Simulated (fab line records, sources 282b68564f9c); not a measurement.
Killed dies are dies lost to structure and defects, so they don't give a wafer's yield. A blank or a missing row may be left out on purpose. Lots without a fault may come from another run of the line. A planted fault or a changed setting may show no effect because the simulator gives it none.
Which tool did it? | flow rit_cmos | 6 lots, 18 wafers sampled, at 2 steps of a route of 202

WHAT THE GAUGES READ, wafer by wafer
RIT_CONTACT_THK_MEAS_01.
lot  | measured    | on            | CONTACT_TEOS_THK (nm)
L829 | day 3 11:42 | film_metro-03 | 394 394 402
L832 | day 4 04:38 | film_metro-01 | 395 404 405
L835 | day 4 18:43 | film_metro-01 | 400 398 414
L837 | day 5 05:26 | film_metro-04 | 395 407 405
L841 | day 5 21:07 | film_metro-03 | 391 696 399 391 696 400
L849 | day 7 14:35 | film_metro-03 | 400 401 407

WHICH TOOL RAN EACH LOT (tool, then ch and the chambers of the sampled wafers, then the start)
lot  | RIT_CONTACT_CVD_00
L829 | pecvd-02 ch 0,1, day 3 11:39
L832 | pecvd-02 ch 0,1,2, day 4 04:35
L835 | pecvd-02 ch 0,1,2, day 4 18:40
L837 | pecvd-04 ch 0,1,2, day 5 05:22
L841 | pecvd-02 ch 0,1,2, day 5 21:04
L849 | pecvd-04 ch 0,1, day 7 14:32
- RIT_CONTACT_CVD_00: deposits SiO2 from TEOS, target thk 400 nm, time 61 s.

THE ANSWER, worked out from the rows above alone
Rule: what is usual is taken from the lots themselves. Put in order of their means at a reading, lots are off if they are a third of the lots or fewer, leave a main group of 4 or more, and stand apart from it by a gap of 3 or more times the standard deviation of the main group's means; of several such gaps the widest counts. A main group whose means are all the same, to the digits that the tables above print for the reading, isn't used. A lot without any number at a reading at which 4 lots or more have one is off too. The other lots that the step has rows for count as sound.
Off: L841, at RIT_CONTACT_THK_MEAS_01 (CONTACT_TEOS_THK). The main group: mean 401 nm, standard deviation 2.5.
A tool fits if, at a process step before that reading, it ran every lot that is off, and no sound lot after the first of them. The gauges at RIT_CONTACT_THK_MEAS_01 are tried like those tools. One fits: pecvd-02 at RIT_CONTACT_CVD_00. Its last sound lot is L835 (day 4 18:40), its first lot that is off L841 (day 5 21:04): a fault that began between those two fits.

WHAT THE SIMULATOR HAD PUT IN
Process parameter drift: pecvd-02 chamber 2, from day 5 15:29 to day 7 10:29, at RIT_CONTACT_CVD_00. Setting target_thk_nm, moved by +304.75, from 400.
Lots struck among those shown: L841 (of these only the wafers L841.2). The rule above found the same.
